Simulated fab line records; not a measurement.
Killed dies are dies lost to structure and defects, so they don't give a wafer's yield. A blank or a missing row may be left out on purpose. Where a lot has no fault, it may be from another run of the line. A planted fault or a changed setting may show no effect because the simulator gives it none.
Comparing a struck lot with a sound one    flow rit cmos    28 out of 202 route steps
Sound: wafers L159.1, L159.3, L159.4. Wafers struck: L154.1, L154.2, L154.6. The cause is named last.
Each step with rows lists, per side, the tool, then ch with its chambers, then its first start. Under that, the readings that differ: sound wafers    struck wafers    difference of the means    sigmas: that difference in standard deviations of wafers without a fault.
alike: a reading whose means differ by less than 2 such deviations, as well as words and numbers matching on both sides. not compared: withheld readings; readings where some wafer has no value; bounds like >300 that might hide an equal value; numbers whose values overlap and for which the record gives no deviation.
Wherever a step has rows on one side only, a row that says differs or no value, or a row with sigmas, the two part there. Non-overlapping numbers with no deviation appear without sigmas and do not part them. A reading missing from all wafers of one side parts the sides only when that side holds two or more wafers.

RIT_ACTIVE_BOW_MEAS_00:
  sound: film metro-02 at day 4 18:00; struck: film metro-04 at day 3 17:00
  alike: INCOMING_BOW
RIT_ACTIVE_OXIDATION_01: target thk 46.8 nm, ox time 3360 s.
  sound on furnace-04 ch 0, day 4 18:56; struck on furnace-01 ch 0, day 3 19:49
reading                                        sound                 struck                difference  sigmas
spike tc centre C (C)                          1003.7 1005.5 1005.0  989.7 988.8 989.5     -15.4       -13
spike tc load C (C)                            1029 1027 1028        1008 1006 1007        -21         -6
tube center temp C (C)                         999.88 999.79 999.91  988.31 987.99 988.08  -11.73      -99 or more
tube_center_temp_C_max                         1002.4 1002.7 1002.7  990.6 990.5 990.4     -12.1       -32
model.SiO2_of_ACTIVE_OXIDATION_01.thk nm (nm)  45.79 46.68 46.34     41.15 40.67 40.98     -5.34       
  alike: spike tc source C, zone power source pct
RIT_ACTIVE_THK_MEAS_02:
  sound: film metro-03 at day 4 20:53; struck: film metro-03 at day 3 21:46
reading                sound           struck          difference  sigmas
ACTIVE_OXIDE_THK (nm)  45.7 46.6 46.3  41.1 40.7 41.0  -5.3        -7
then, 1 step without rows for these wafers: RIT_ACTIVE_CVD_03 (deposits Si3N4 from SiH2Cl2/NH3, target thk 150 nm, time 1500 s).
RIT_ACTIVE_THK_MEAS_04:
  sound: film metro-02 at day 4 22:21; struck: film metro-03 at day 3 23:57
reading                  sound              struck             difference  sigmas
ACTIVE_NITRIDE_THK (nm)  147.0 147.5 148.3  151.2 151.3 150.5  +3.4        +3
then, 6 steps without rows for these wafers: RIT_ACTIVE_HMDS_05 (prime time 60 s); RIT_ACTIVE_COAT_06 (resist thk 1000 nm); RIT_ACTIVE_SOFTBAKE_07 (time 60 s); RIT_ACTIVE_EXPOSE_08 (exposes mask M1, target cd 1400 nm); RIT_ACTIVE_PEB_09; RIT_ACTIVE_DEVELOP_10 (develop time 50 s).
RIT_ACTIVE_CD_MEAS_11: target cd 1400 nm.
  sound: cd sem-02 at day 4 23:26; struck: cd sem-02 at day 4 01:03
  alike: cd nm
then, 1 step without rows for these wafers: RIT_ACTIVE_HARDBAKE_12 (time 60 s).
RIT_ACTIVE_ETCH_13: etches Si3N4 in SF6, stops on SiO2, time 210 s, target depth 210 nm.
  sound on rie diel-01 ch 1,2,3, day 4 23:43; struck on rie diel-03 ch 0,2,3, day 4 01:19
reading                sound              struck             difference  sigmas
oes product au (a.u.)  0.803 0.806 0.794  0.830 0.848 0.827  +0.034      +3
  alike: SF6_flow_sccm, chamber pressure mTorr, drypump motor current A, throttle valve pct
  not compared: rf hours counter h
RIT_ACTIVE_STRIP_14: strips in O2, time 180 s.
  sound on plasma asher-01 ch 0,1, day 4 23:50; struck on plasma asher-01 ch 0,1, day 4 01:28
  alike: chamber pressure mTorr, drypump motor current A, rf refl power W
  not compared: rf hours counter h
RIT_ACTIVE_CD_MEAS_90: target cd 1400 nm.
  sound: cd sem-01 at day 5 00:01; struck: cd sem-02 at day 4 01:38
  alike: cd nm
then, 4 steps without rows for these wafers: RIT_ACTIVE_CLEAN_15 (cleans in SC1, time 600 s); RIT_ACTIVE_CLEAN_16 (cleans in dHF, time 30 s); RIT_ACTIVE_CLEAN_17 (cleans in SC2, time 600 s); RIT_FOX1_OXIDATION_00 (target thk 350.7 nm, ox time 1130 s).
RIT_FOX1_THK_MEAS_01:
  sound: film metro-01 at day 5 04:40; struck: film metro-01 at day 4 03:43
  alike: FOX1_OXIDE_THK
then, 2 steps without rows for these wafers: RIT_FOX1_WET_ETCH_02 (etches SiO2 in BOE, target depth 350 nm, time 390 s); RIT_FOX2_OXIDATION_00 (target thk 350.7 nm, ox time 1130 s).
RIT_FOX2_THK_MEAS_01:
  sound: film metro-02 at day 5 06:10; struck: film metro-04 at day 4 07:13
reading              sound        struck       difference  sigmas
FOX2_OXIDE_THK (nm)  335 338 336  322 310 324  -18         -3
then, 1 step without rows for these wafers: RIT_FOX2_CLEAN_02 (cleans in dHF, time 180 s).
RIT_FOX2_WET_ETCH_03: etches Si3N4 in H3PO4, target depth 195 nm, time 2700 s.
  sound on wet bench-03 ch 0, day 5 06:16; struck on wet bench-04 ch 0, day 4 07:20
reading                                        sound              struck             difference  sigmas
model.SiO2_of_ACTIVE_OXIDATION_01.thk nm (nm)  40.39 41.28 40.23  36.52 35.93 36.36  -4.36       
RIT_FOX2_THK_MEAS_90:
  sound: film metro-04 at day 5 07:02; struck: film metro-01 at day 4 08:10
reading                      sound        struck       difference  sigmas
FIELD_OXIDE_LEFT_1_THK (nm)  308 311 309  295 283 296  -18         -3
RIT_M1_PROBE_99:
  sound: prober-02 at day 6 23:32; struck: prober-01 at day 6 03:00
reading                              sound              struck             difference  sigmas
model.etest.nldd.width nm (nm)       3194 3217 3202     3257 3265 3268     +59         
model.etest.pldd.width nm (nm)       3215 3196 3202     3258 3264 3256     +55         
model.etest.nplus sal.width nm (nm)  3471 3463 3459     3499 3494 3497     +32         
model.etest.pplus sal.width nm (nm)  3478 3484 3471     3510 3504 3494     +25         
model.etest.nmos narrow.drive ua um  235.1 234.7 233.3  262.7 271.1 261.6  +30.8       
  alike: killed at contacts, killed at front end, killed dies, killed open, killed short

WHERE THEY PART
First at RIT_ACTIVE_OXIDATION_01; last, within this record, at RIT_FOX2_THK_MEAS_90. Later steps at which nothing parts them and some readings are alike: RIT_M1_PROBE_99.

WHY: what had been put in by the simulator
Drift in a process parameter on furnace-01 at RIT_ACTIVE_OXIDATION_01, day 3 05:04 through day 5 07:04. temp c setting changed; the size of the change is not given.
